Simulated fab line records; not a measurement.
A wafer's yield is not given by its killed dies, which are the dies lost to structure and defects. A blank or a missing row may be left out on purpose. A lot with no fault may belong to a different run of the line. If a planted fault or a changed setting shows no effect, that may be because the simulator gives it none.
Code-filled problem report in 8D (eight disciplines) form + flow berkeley cmos170 + the parts of the form that need people (team, actions taken, sign-off) are left out

1. WHAT WENT WRONG
Mean of cd nm at UCB170_PLDD_CD_MEAS_06: 1188.5 nm across 6 wafers in 2 lots; on wafers with no fault it is 1200.1 nm (standard deviation 1.4). Relative to the usual mean, that is a shift of -8.3 standard deviations.
The step: target cd 1200 nm.
Earliest sighting: wafer L904.3 on cd sem-02 at day 9 09:51. The record holds 42 wafers of 14 lots with a number at this step. Rule for "out", or "out of limits": more than 4 standard deviations from the usual mean. All remaining wafers that have a number are taken as sound.

2. WHAT THIS IS AND IS NOT
| question                    | is                     | is not                                                                    |
|-----------------------------|------------------------|---------------------------------------------------------------------------|
| which readings at this step | cd nm                  | -                                                                         |
| which lots                  | L904, L907             | L887, L888, L889, L890, L897, L898, L900, L901, L902, L903, L906, L908    |
| which wafers of those lots  | all that have a number | -                                                                         |
| read on which gauges        | cd sem-01, cd sem-02   | -                                                                         |
| when                        | from day 9 09:51       | up to then (30 sound wafers); but 6 sound wafers of L906, L908 came after |

3. THE SUSPECTS, EACH WITH WHAT RULES IT OUT
Counting: a tool at any process step up to the reading remains a suspect when it ran all the lots that are out and ran no sound lot after the first of those.
- the gauge at UCB170_PLDD_CD_MEAS_06: ruled out. The wafers that are out were read on 2 gauges (cd sem-01, cd sem-02).
- litho track-01 at UCB170_PLDD_SOFTBAKE_02 (time 60 s): kept. All lots that are out passed through it, beginning with L904 at day 9 08:50, and no sound lot followed; its final sound lot before that point was L903 at day 9 08:25. On those wafers its own readings are out: heater power total W, plate temp C.
The count leaves litho track-01 at UCB170_PLDD_SOFTBAKE_02.

4. THE CAUSE (what the simulator had put in)
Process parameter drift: litho track-01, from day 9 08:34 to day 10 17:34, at UCB170_PLDD_SOFTBAKE_02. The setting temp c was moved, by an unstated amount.
Counting left only this tool.

5. THE CHAIN OF EFFECTS, in route order
Each row: a reading whose mean over the struck wafers that have a number lies more than 3 standard deviations from the usual. Only readings for which the record gives a usual standard deviation are gone through. hours: the time from each lot's start at the first step in this table that gives one to its start at this step, as a median over the lots. sigmas: the change in usual standard deviations.
| hours | step                    | reading                  | usual     | on struck wafers | change | sigmas |
|-------|-------------------------|--------------------------|-----------|------------------|--------|--------|
| 0     | UCB170_PLDD_SOFTBAKE_02 | heater power total W     | 56.80 W   | 53.62            | -3.18  | -69    |
| 0     | UCB170_PLDD_SOFTBAKE_02 | plate temp C             | 130.03 C  | 124.40           | -5.63  | -43    |
| 1     | UCB170_PLDD_CD_MEAS_06  | cd nm                    | 1200.1 nm | 1188.5           | -11.6  | -8.3   |
| 1     | UCB170_PLDD_STRIP_10    | strip time to endpoint s | 21.63 s   | 21.83            | +0.20  | +3.4   |
Process steps it contains:
- UCB170_PLDD_SOFTBAKE_02: time 60 s.
- UCB170_PLDD_STRIP_10: strips in O2.
Later measuring or inspecting steps at which every struck wafer that the step has a row for has a number for every such reading, and none has moved that far: UCB170_PLDD_TW_MEAS_11.

6. HOW IT WOULD HAVE BEEN CAUGHT EARLIER
In this record the first reading out of limits at a measuring or inspecting step was taken at day 9 09:51, 1 hour after the fault began at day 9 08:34.
Tool's own readings at UCB170_PLDD_SOFTBAKE_02, heater power total W, plate temp C: out on all struck wafers the step has rows for; an alarm limit on them would have tripped on the first.
Lots out: 2; of these, L907 started UCB170_PLDD_SOFTBAKE_02 on litho track-01 after day 9 09:51. Putting the tool on hold at that point would have spared it.
